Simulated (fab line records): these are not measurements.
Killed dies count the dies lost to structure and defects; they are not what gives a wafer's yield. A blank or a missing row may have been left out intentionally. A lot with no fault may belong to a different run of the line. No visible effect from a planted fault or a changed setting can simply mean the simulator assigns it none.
fab line records	flow berkeley-cmos170	part 1 of 2: steps 1 to 41 of 44
[record] lots = 7	wafers = 21	last-day = 12
route steps=331 shown NLDD@161 SPACER@171 PSD@175 NSD@187 BACKSIDE@199 PLDD@208 M3@331
lots with no fault: from the same line, run without faults
start-h: hours from the record's first day to the start of the lot's first wafer shown	wait-h: hours elapsed since this lot's preceding step	" the same as in the row above	L1.1+2: one row covering several wafers at once	- value missing, or start not given	* or withheld: withheld	< > ~ a bound
route shown NAME@n: a module of which the file shows steps, and the number in the route of the first	usual: average and standard deviation across the fault-free wafers	same: alike in all rows	chamber/n: place in a boat	sites: the reading at each site	_std_site: their standard deviation	_edge_site: mean of outer sites minus mean of inner sites	radius-mm: how far each site lies from the wafer's centre	mask NAME#n: copy n	behind: the last tool/chamber to shape the wafer	hold: why the lot was held/for how many hours/how that ended	device: the transistor (n, p or np) that didn't switch	end of line: at the end of the route, the tests of the same wafers	a step without rows: its recipe alone	killed: dies lost to structure and defects at the first sort, not the wafer's yield	map: dies across one wafer; x = killed, . = not, _ = none there
set.NAME: setting as actually run; set.NAME@STEP: the setting as run at that earlier step	model.NAME: the simulator's own value behind a step, which no gauge read
a table for each step, a row for each wafer; lots at some steps of the route
services: a tool's chamber out of use, with start hour (start-h, from the record's first day; less than 0 if before it), hours out, and reason
[[steps]]
[step UCB170_NLDD_EXPOSE_03]
[recipe] mask-id = NSELECT	na = 0.5	sigma-outer = 0.6	source-shape = conventional	target-cd-nm = 1200	dose-mj = 30
[step UCB170_NLDD_PEB_04]
[recipe] peb-temp-c = 130	peb-time-s = withheld	resist = KrF
[step UCB170_NLDD_DEVELOP_05]
[recipe] developer = TMAH	develop-time-s = 45	resist = KrF	dev-temp-c = 21
[step UCB170_NLDD_CD_MEAS_06]
[recipe] target-cd-nm = 1200
[usual] cd-nm = 1199.8/1.2
lot.wafer	tool	chamber	start-h	wait-h	cd-nm
L550.1	cd-sem-02	-	147.52	-	1201.7
L550.2	"	-	"	"	1202.3
L550.5	"	-	"	"	1203.0
L552.1	cd-sem-02	-	171.60	-	1198.2
L552.3	"	-	"	"	1197.3
L552.4	"	-	"	"	1198.5
L556.1	cd-sem-02	-	176.64	-	1197.8
L556.2	"	-	"	"	1197.9
L556.3	"	-	"	"	1196.9
L555.1	cd-sem-01	-	176.64	-	1199.8
L555.2	"	-	"	"	1198.4
L555.5	"	-	"	"	1198.7
L560.3	cd-sem-01	-	197.80	-	1201.0
L560.5	"	-	"	"	1200.9
L560.6	"	-	"	"	1199.8
L562.2	cd-sem-01	-	207.43	-	1197.5
L562.3	"	-	"	"	1198.8
L562.6	"	-	"	"	1199.6
L567.2	cd-sem-02	-	236.24	-	1200.3
L567.3	"	-	"	"	1198.1
L567.4	"	-	"	"	1200.2
[step UCB170_NLDD_OVL_MEAS_07]
[usual] NLDD_OVL = -1/5.3
lot.wafer	tool	chamber	start-h	wait-h	NLDD_OVL[nm]
L550.1	overlay-02	-	147.64	0.1	-8
L550.2	"	-	"	"	0
L550.5	"	-	"	"	0
L552.1	overlay-02	-	171.72	0.1	-5
L552.3	"	-	"	"	-1
L552.4	"	-	"	"	3
L556.1	overlay-02	-	176.76	0.1	2
L556.2	"	-	"	"	1
L556.3	"	-	"	"	-3
L555.1	overlay-01	-	176.76	0.1	-2
L555.2	"	-	"	"	3
L555.5	"	-	"	"	7
L560.3	overlay-02	-	197.89	0.1	5
L560.5	"	-	"	"	-1
L560.6	"	-	"	"	3
L562.2	overlay-01	-	207.53	0.1	-5
L562.3	"	-	"	"	-10
L562.6	"	-	"	"	-6
L567.2	overlay-02	-	236.34	0.1	3
L567.3	"	-	"	"	-1
L567.4	"	-	"	"	1
[step UCB170_NLDD_IMPLANT_08]
[recipe] species = As	dose-cm2 = 5e+13	energy-kev = 30	tilt-deg = 7	rotation-deg = 0
[step UCB170_NLDD_IMPLANT_09]
[recipe] species = As	dose-cm2 = 5e+13	energy-kev = 30	tilt-deg = 7	rotation-deg = 180
[step UCB170_NLDD_STRIP_10]
[recipe] chemistry = O2	power-w = 400	pressure-mtorr = 3500	platen-temp-c = withheld	o2-flow-sccm = 400	overash-fraction = 0.5
[usual] drypump-motor-current-A = 5.5/0.48	oes-product-au = 0.734/0.0044	strip-time-to-endpoint-s = 21.68/0.076
lot.wafer	tool	chamber	start-h	wait-h	drypump-motor-current-A	oes-product-au	rf-hours-counter-h	strip-time-to-endpoint-s
L550.1	plasma-asher-02	0	147.98	0.1	4.9	0.728	42	21.60
L550.2	"	1	"	"	5.7	0.738	42	21.64
L550.5	"	1	"	"	5.7	0.740	-	21.60
L552.1	plasma-asher-02	1	172.06	0.1	5.7	0.736	45	21.61
L552.3	"	1	"	"	5.7	0.735	-	21.64
L552.4	"	0	"	"	4.9	0.734	-	21.66
L556.1	plasma-asher-01	1	177.09	0.1	6.3	0.735	44	21.78
L556.2	"	0	"	"	6.1	0.722	44	21.79
L556.3	"	1	"	"	6.3	0.737	-	21.81
L555.1	plasma-asher-03	0	177.10	0.1	5.2	0.736	6	21.69
L555.2	"	1	"	"	5.3	0.737	6	21.63
L555.5	"	1	"	"	5.2	0.737	-	21.62
L560.3	plasma-asher-02	0	198.25	0.1	4.9	0.740	-	21.73
L560.5	"	1	"	"	5.7	0.734	-	21.82
L560.6	"	0	"	"	4.9	0.733	-	21.78
L562.2	plasma-asher-02	0	207.86	0.1	4.9	0.730	49	21.83
L562.3	"	0	"	"	4.9	0.732	-	21.78
L562.6	"	0	"	"	5.0	0.733	-	21.70
L567.2	plasma-asher-02	1	236.67	0.1	5.7	0.738	52	21.66
L567.3	"	0	"	"	4.9	0.735	-	21.58
L567.4	"	1	"	"	5.7	0.729	-	21.60
[step UCB170_NLDD_TW_MEAS_11]
[usual] NLDD_TW = 2212/19
lot.wafer	tool	chamber	start-h	wait-h	NLDD_TW
L550.1	film-metro-01	-	148.08	0.1	2197
L550.2	"	-	"	"	2190
L550.5	"	-	"	"	2199
L552.1	film-metro-03	-	172.16	0.1	2218
L552.3	"	-	"	"	2214
L552.4	"	-	"	"	2212
L556.1	film-metro-03	-	177.19	0.1	2218
L556.2	"	-	"	"	2218
L556.3	"	-	"	"	2225
L555.1	film-metro-02	-	177.24	0.1	2257
L555.2	"	-	"	"	2234
L555.5	"	-	"	"	2253
L560.3	film-metro-01	-	198.34	0.1	2193
L560.5	"	-	"	"	2179
L560.6	"	-	"	"	2202
L562.2	film-metro-01	-	207.97	0.1	2181
L562.3	"	-	"	"	2187
L562.6	"	-	"	"	2196
L567.2	film-metro-03	-	236.78	0.1	2208
L567.3	"	-	"	"	2218
L567.4	"	-	"	"	2209
[step UCB170_NLDD_CLEAN_12]
[recipe] chemistry = SPM	temp-c = 120	time-s = 600
[step UCB170_SPACER_CVD_00]
[recipe] material = SiO2	target-thk-nm = 376	temp-c = 390	precursor = TEOS/O2	time-s = 47	rf-w = 550	pressure-mtorr = 9000
[step UCB170_SPACER_THK_MEAS_01]
[recipe] reads = SiO2_of_SPACER_CVD_00
[usual] SPACER_TEOS_THK = 376/4.4
lot.wafer	tool	chamber	start-h	wait-h	SPACER_TEOS_THK[nm]
L550.1	film-metro-04	-	148.53	0.0	370
L550.2	"	-	"	"	369
L550.5	"	-	"	"	376
L552.1	film-metro-04	-	172.44	0.0	369
L552.3	"	-	"	"	371
L552.4	"	-	"	"	373
L556.1	film-metro-03	-	177.47	0.0	370
L556.2	"	-	"	"	371
L556.3	"	-	"	"	371
L555.1	film-metro-04	-	177.52	0.0	370
L555.2	"	-	"	"	371
L555.5	"	-	"	"	378
L560.3	film-metro-04	-	198.63	0.0	376
L560.5	"	-	"	"	378
L560.6	"	-	"	"	379
L562.2	film-metro-03	-	208.60	0.0	368
L562.3	"	-	"	"	372
L562.6	"	-	"	"	370
L567.2	film-metro-01	-	237.11	0.0	377
L567.3	"	-	"	"	373
L567.4	"	-	"	"	378
[step UCB170_SPACER_ANNEAL_02]
[recipe] temp-c = 900	time-s = 1800	ambient = N2
[usual] spike-tc-centre-C = 902.7/1.4
lot.wafer	tool	chamber	start-h	wait-h	spike-tc-centre-C
L550.1	furnace-01	0	150.06	1.5	901.6
L550.2	"	0	"	"	902.8
L550.5	"	0	"	"	903.9
L552.1	furnace-01	0	174.91	2.5	902.1
L552.3	"	0	"	"	902.5
L552.4	"	0	"	"	903.0
L555.1	furnace-01	0	180.36	2.8	869.0
L555.2	"	0	"	"	867.5
L555.5	"	0	"	"	866.8
L556.1	furnace-01	0	180.36	2.9	867.7
L556.2	"	0	"	"	867.1
L556.3	"	0	"	"	866.8
L560.3	furnace-03	0	203.81	5.2	904.9
L560.5	"	0	"	"	903.3
L560.6	"	0	"	"	904.8
L562.2	furnace-01	0	213.41	4.8	867.4
L562.3	"	0	"	"	866.3
L562.6	"	0	"	"	869.1
L567.2	furnace-03	0	243.99	6.9	903.3
L567.3	"	0	"	"	906.5
L567.4	"	0	"	"	905.2
[step UCB170_SPACER_ETCHBACK_03]
[recipe] stop-on = Si	target = SiO2	chemistry = CHF3/CF4/Ar	CHF3_flow_sccm = 50	cf4-flow-sccm = 10	Ar_flow_sccm = 120	pressure-mtorr = 200	rf-w = 500	target-depth-a = 3760	time-s = 100
[usual] drypump-motor-current-A = 5.8/0.42	oes-product-au = 0.897/0.011	throttle-valve-pct = 6.43/0.08
lot.wafer	tool	chamber	start-h	wait-h	drypump-motor-current-A	oes-product-au	rf-hours-counter-h	throttle-valve-pct
L550.1	rie-diel-02	1	151.56	0.0	5.2	0.890	6	6.51
L550.2	"	2	"	"	6.6	0.896	50	6.42
L550.5	"	2	"	"	6.7	0.911	-	6.43
L552.1	rie-diel-03	1	176.41	0.0	5.6	0.887	73	6.57
L552.3	"	3	"	"	5.4	0.890	14	6.33
L552.4	"	2	"	"	5.9	0.883	86	6.45
L555.1	rie-diel-03	0	181.86	0.0	6.2	0.897	1	6.45
L555.2	"	2	"	"	5.8	0.882	86	6.47
L555.5	"	1	"	"	5.6	0.906	-	6.59
L556.1	rie-diel-02	1	181.86	0.0	5.2	0.895	8	6.52
L556.2	"	0	"	"	6.3	0.874	145	6.39
L556.3	"	3	"	"	6.0	0.889	87	6.36
L560.3	rie-diel-02	3	205.31	0.0	5.9	0.890	88	6.35
L560.5	"	3	"	"	5.9	0.896	-	6.34
L560.6	"	1	"	"	5.2	0.916	-	6.52
L562.2	rie-diel-03	0	214.91	0.0	6.2	0.889	2	6.46
L562.3	"	3	"	"	5.4	0.892	15	6.37
L562.6	"	2	"	"	5.8	0.885	-	6.45
L567.2	rie-diel-01	2	245.49	0.0	6.0	0.903	75	6.40
L567.3	"	0	"	"	5.7	0.893	122	6.55
L567.4	"	1	"	"	5.5	0.890	13	6.32
[step UCB170_PSD_HMDS_00]
[recipe] prime-time-s = 60	prime-temp-c = 100
[step UCB170_PSD_COAT_01]
[recipe] resist = KrF	spin-rpm = 1500	resist-thk-nm = 900
[step UCB170_PSD_SOFTBAKE_02]
[recipe] resist = KrF	temp-c = 130	time-s = 60
[step UCB170_PSD_EXPOSE_03]
[recipe] mask-id = PSELECT_MOD	na = 0.5	sigma-outer = 0.6	source-shape = conventional	target-cd-nm = 1200	dose-mj = 30
[step UCB170_PSD_PEB_04]
[recipe] peb-temp-c = 130	peb-time-s = withheld	resist = KrF
[step UCB170_PSD_DEVELOP_05]
[recipe] developer = TMAH	develop-time-s = 45	resist = KrF	dev-temp-c = 21
[step UCB170_PSD_CD_MEAS_06]
[recipe] target-cd-nm = 1200
[usual] cd-nm = 1200.2/1.7
lot.wafer	tool	chamber	start-h	wait-h	cd-nm
L550.1	cd-sem-01	-	153.44	-	1199.3
L550.2	"	-	"	"	1199.9
L550.5	"	-	"	"	1199.7
L552.1	cd-sem-02	-	177.81	-	1199.5
L552.3	"	-	"	"	1201.1
L552.4	"	-	"	"	1199.5
L556.1	cd-sem-01	-	182.77	-	1200.8
L556.2	"	-	"	"	1201.9
L556.3	"	-	"	"	1201.6
L555.1	cd-sem-01	-	183.08	-	1196.7
L555.2	"	-	"	"	1197.7
L555.5	"	-	"	"	1196.5
L560.3	cd-sem-02	-	206.26	-	1200.3
L560.5	"	-	"	"	1200.0
L560.6	"	-	"	"	1201.3
L562.2	cd-sem-02	-	216.21	-	1199.7
L562.3	"	-	"	"	1200.4
L562.6	"	-	"	"	1200.1
L567.2	cd-sem-02	-	246.43	-	1201.6
L567.3	"	-	"	"	1201.7
L567.4	"	-	"	"	1199.8
[step UCB170_PSD_OVL_MEAS_07]
[usual] PSD_OVL = -2/4.8
lot.wafer	tool	chamber	start-h	wait-h	PSD_OVL[nm]
L550.1	overlay-02	-	153.56	0.1	-1
L550.2	"	-	"	"	-9
L550.5	"	-	"	"	-4
L552.1	overlay-02	-	177.93	0.1	4
L552.3	"	-	"	"	2
L552.4	"	-	"	"	-6
L556.1	overlay-01	-	182.89	0.1	-5
L556.2	"	-	"	"	4
L556.3	"	-	"	"	-1
L555.1	overlay-01	-	183.20	0.1	-2
L555.2	"	-	"	"	-4
L555.5	"	-	"	"	-10
L560.3	overlay-02	-	206.36	0.1	8
L560.5	"	-	"	"	10
L560.6	"	-	"	"	2
L562.2	overlay-01	-	216.32	0.1	5
L562.3	"	-	"	"	2
L562.6	"	-	"	"	8
L567.2	overlay-01	-	246.53	0.1	-1
L567.3	"	-	"	"	-2
L567.4	"	-	"	"	-3
[step UCB170_PSD_IMPLANT_08]
[recipe] species = B	dose-cm2 = 3e+15	energy-kev = 20	tilt-deg = 7
[step UCB170_PSD_STRIP_09]
[recipe] chemistry = O2	power-w = 400	pressure-mtorr = 3500	platen-temp-c = withheld	o2-flow-sccm = 400	overash-fraction = 0.5
[usual] drypump-motor-current-A = 5.8/0.47	oes-product-au = 0.601/0.0044	strip-time-to-endpoint-s = 29.40/0.078
lot.wafer	tool	chamber	start-h	wait-h	drypump-motor-current-A	oes-product-au	rf-hours-counter-h	strip-time-to-endpoint-s
L550.1	plasma-asher-01	1	153.75	0.1	6.3	0.601	41	29.55
L550.2	"	0	"	"	6.1	0.601	41	29.55
L550.5	"	1	"	"	6.3	0.597	-	29.60
L552.1	plasma-asher-04	0	178.12	0.1	6.2	0.602	46	29.40
L552.3	"	1	"	"	5.6	0.601	-	29.43
L552.4	"	0	"	"	6.2	0.605	-	29.40
L556.1	plasma-asher-04	1	183.08	0.1	5.7	0.594	46	29.41
L556.2	"	0	"	"	6.2	0.598	46	29.40
L556.3	"	1	"	"	5.6	0.599	-	29.33
L555.1	plasma-asher-02	1	183.39	0.1	5.7	0.593	46	29.31
L555.2	"	0	"	"	4.9	0.604	46	29.39
L555.5	"	0	"	"	4.9	0.596	-	29.34
L560.3	plasma-asher-01	1	206.56	0.1	6.3	0.596	-	29.27
L560.5	"	1	"	"	6.4	0.598	-	29.26
L560.6	"	0	"	"	6.1	0.604	-	29.35
L562.2	plasma-asher-04	0	216.50	0.1	6.1	0.608	50	29.41
L562.3	"	1	"	"	5.7	0.605	-	29.35
L562.6	"	1	"	"	5.7	0.603	-	29.29
L567.2	plasma-asher-01	1	246.71	0.1	6.3	0.597	51	29.38
L567.3	"	0	"	"	6.1	0.605	-	29.45
L567.4	"	1	"	"	6.4	0.601	-	29.43
[step UCB170_PSD_TW_MEAS_10]
[usual] PSD_TW = 2334/22
lot.wafer	tool	chamber	start-h	wait-h	PSD_TW
L550.1	film-metro-02	-	153.85	0.1	2359
L550.2	"	-	"	"	2377
L550.5	"	-	"	"	2374
L552.1	film-metro-01	-	178.22	0.1	2316
L552.3	"	-	"	"	2313
L552.4	"	-	"	"	2309
L556.1	film-metro-02	-	183.18	0.1	2360
L556.2	"	-	"	"	2359
L556.3	"	-	"	"	2363
L555.1	film-metro-02	-	183.49	0.1	2343
L555.2	"	-	"	"	2371
L555.5	"	-	"	"	2358
L560.3	film-metro-02	-	206.65	0.1	2358
L560.5	"	-	"	"	2343
L560.6	"	-	"	"	2356
L562.2	film-metro-02	-	216.61	0.1	2328
L562.3	"	-	"	"	2334
L562.6	"	-	"	"	2322
L567.2	film-metro-03	-	246.82	0.1	2318
L567.3	"	-	"	"	2323
L567.4	"	-	"	"	2318
[step UCB170_PSD_CLEAN_11]
[recipe] chemistry = SPM	temp-c = 120	time-s = 600
[step UCB170_NSD_HMDS_00]
[recipe] prime-time-s = 60	prime-temp-c = 100
[step UCB170_NSD_COAT_01]
[recipe] resist = KrF	spin-rpm = 1500	resist-thk-nm = 900
[step UCB170_NSD_SOFTBAKE_02]
[recipe] resist = KrF	temp-c = 130	time-s = 60
[step UCB170_NSD_EXPOSE_03]
[recipe] mask-id = NSELECT_MOD	na = 0.5	sigma-outer = 0.6	source-shape = conventional	target-cd-nm = 1200	dose-mj = 30
[step UCB170_NSD_PEB_04]
[recipe] peb-temp-c = 130	peb-time-s = withheld	resist = KrF
[step UCB170_NSD_DEVELOP_05]
[recipe] developer = TMAH	develop-time-s = 45	resist = KrF	dev-temp-c = 21
[step UCB170_NSD_CD_MEAS_06]
[recipe] target-cd-nm = 1200
[usual] cd-nm = 1200.3/1.6
lot.wafer	tool	chamber	start-h	wait-h	cd-nm
L550.1	cd-sem-02	-	155.27	-	1201.0
L550.2	"	-	"	"	1201.8
L550.5	"	-	"	"	1200.7
L552.1	cd-sem-02	-	180.08	-	1197.9
L552.3	"	-	"	"	1197.8
L552.4	"	-	"	"	1197.9
L556.1	cd-sem-02	-	184.38	-	1198.6
L556.2	"	-	"	"	1199.6
L556.3	"	-	"	"	1199.2
L555.1	cd-sem-01	-	184.70	-	1200.9
L555.2	"	-	"	"	1202.1
L555.5	"	-	"	"	1201.6
L560.3	cd-sem-01	-	209.15	-	1201.4
L560.5	"	-	"	"	1202.4
L560.6	"	-	"	"	1201.4
L562.2	cd-sem-01	-	218.01	-	1198.6
L562.3	"	-	"	"	1202.5
L562.6	"	-	"	"	1199.9
L567.2	cd-sem-02	-	248.40	-	1200.7
L567.3	"	-	"	"	1201.1
L567.4	"	-	"	"	1199.4
[step UCB170_NSD_OVL_MEAS_07]
[usual] NSD_OVL = -1/5
lot.wafer	tool	chamber	start-h	wait-h	NSD_OVL[nm]
L550.1	overlay-01	-	155.39	0.1	-2
L550.2	"	-	"	"	-1
L550.5	"	-	"	"	-5
L552.1	overlay-02	-	180.20	0.1	12
L552.3	"	-	"	"	8
L552.4	"	-	"	"	10
L556.1	overlay-02	-	184.50	0.1	-8
L556.2	"	-	"	"	-9
L556.3	"	-	"	"	-9
L555.1	overlay-01	-	184.82	0.1	-1
L555.2	"	-	"	"	-5
L555.5	"	-	"	"	4
L560.3	overlay-02	-	209.24	0.1	-3
L560.5	"	-	"	"	-7
L560.6	"	-	"	"	-6
L562.2	overlay-02	-	218.12	0.1	-2
L562.3	"	-	"	"	-2
L562.6	"	-	"	"	-4
L567.2	overlay-02	-	248.50	0.1	-3
L567.3	"	-	"	"	-5
L567.4	"	-	"	"	-2
[step UCB170_NSD_IMPLANT_08]
[recipe] species = P	dose-cm2 = 3e+15	energy-kev = 40	tilt-deg = 7
[step UCB170_NSD_STRIP_09]
[recipe] chemistry = O2	power-w = 400	pressure-mtorr = 3500	platen-temp-c = withheld	o2-flow-sccm = 400	overash-fraction = 0.5
[usual] drypump-motor-current-A = 5.5/0.39	oes-product-au = 0.534/0.0044	strip-time-to-endpoint-s = 35.86/0.087
lot.wafer	tool	chamber	start-h	wait-h	drypump-motor-current-A	oes-product-au	rf-hours-counter-h	strip-time-to-endpoint-s
L550.1	plasma-asher-02	0	155.57	0.1	4.9	0.538	43	35.88
L550.2	"	1	"	"	5.7	0.544	43	35.87
L550.5	"	0	"	"	4.9	0.536	-	35.92
L552.1	plasma-asher-02	0	180.39	0.1	4.9	0.541	46	35.76
L552.3	"	0	"	"	5.0	0.538	-	35.82
L552.4	"	1	"	"	5.7	0.537	-	35.85
L556.1	plasma-asher-04	0	184.69	0.1	6.1	0.524	47	35.93
L556.2	"	1	"	"	5.6	0.533	47	35.95
L556.3	"	1	"	"	5.6	0.531	-	35.93
L555.1	plasma-asher-03	1	185.01	0.1	5.3	0.535	6	36.03
L555.2	"	0	"	"	5.2	0.534	6	36.02
L555.5	"	1	"	"	5.3	0.541	-	36.06
L560.3	plasma-asher-03	0	209.45	0.1	5.2	0.538	-	35.94
L560.5	"	0	"	"	5.2	0.529	-	35.98
L560.6	"	1	"	"	5.3	0.530	-	35.96
L562.2	plasma-asher-02	1	218.30	0.1	5.7	0.531	50	35.90
L562.3	"	1	"	"	5.7	0.531	-	35.76
L562.6	"	0	"	"	4.9	0.539	-	35.84
L567.2	plasma-asher-03	1	248.68	0.1	5.2	0.530	13	35.75
L567.3	"	0	"	"	5.2	0.536	-	35.71
L567.4	"	1	"	"	5.2	0.541	-	35.74
[step UCB170_NSD_TW_MEAS_10]
[usual] NSD_TW = 4200/37
lot.wafer	tool	chamber	start-h	wait-h	NSD_TW
L550.1	film-metro-03	-	155.67	0.1	4155
L550.2	"	-	"	"	4149
L550.5	"	-	"	"	4153
L552.1	film-metro-03	-	180.49	0.1	4180
L552.3	"	-	"	"	4181
L552.4	"	-	"	"	4177
L556.1	film-metro-02	-	184.79	0.1	4261
L556.2	"	-	"	"	4251
L556.3	"	-	"	"	4256
L555.1	film-metro-01	-	185.11	0.1	4179
L555.2	"	-	"	"	4198
L555.5	"	-	"	"	4181
L560.3	film-metro-03	-	209.54	0.1	4184
L560.5	"	-	"	"	4190
L560.6	"	-	"	"	4194
L562.2	film-metro-03	-	218.41	0.1	4192
L562.3	"	-	"	"	4149
L562.6	"	-	"	"	4178
L567.2	film-metro-03	-	248.79	0.1	4167
L567.3	"	-	"	"	4172
L567.4	"	-	"	"	4155
[step UCB170_NSD_CLEAN_11]
[recipe] chemistry = SPM	temp-c = 120	time-s = 600
[step UCB170_BACKSIDE_HMDS_00]
[recipe] prime-time-s = 60	prime-temp-c = 100
[step UCB170_BACKSIDE_COAT_01]
[recipe] resist = KrF	spin-rpm = 1500	resist-thk-nm = 900
[step UCB170_BACKSIDE_SOFTBAKE_02]
[recipe] resist = KrF	temp-c = 130	time-s = 60
[[key]]
[first-sign] step = UCB170_SPACER_ANNEAL_02	reading = spike-tc-centre-C	direction = down	sigmas = 25	usual = 902.7	struck = 867.5
[effect] step = UCB170_SDANNEAL_RS_MEAS_04	reading = PLDD_RS	direction = up	sigmas = 19	usual = 1031.5	struck = 1086.4
[model-effect] step = UCB170_M3_PROBE_99	value = etest.pmos_0p6.r-on-ohm-um	without = 8371	struck = 8511
met-at UCB170_SPACER_ANNEAL_02
struck-wafers L555.1,L555.2,L555.5,L556.1,L556.2,L556.3,L562.2,L562.3,L562.6
tester-left-out L555,L556,L562
onset-between 174.91 180.36
[fault] kind = process-parameter-drift	tool = furnace-01	chamber = -	onset-h = 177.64	steps = UCB170_SPACER_ANNEAL_02	channel = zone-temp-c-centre	offset = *	shape = step	end-h = 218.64
// tester-left-out: of these lots the tester's yield and bins aren't shown, on N5 and GAA mostly nor the transistor test; their killed dies are dies lost to structure and defects alone, not to doping, threshold or leakage, so they don't give the yield
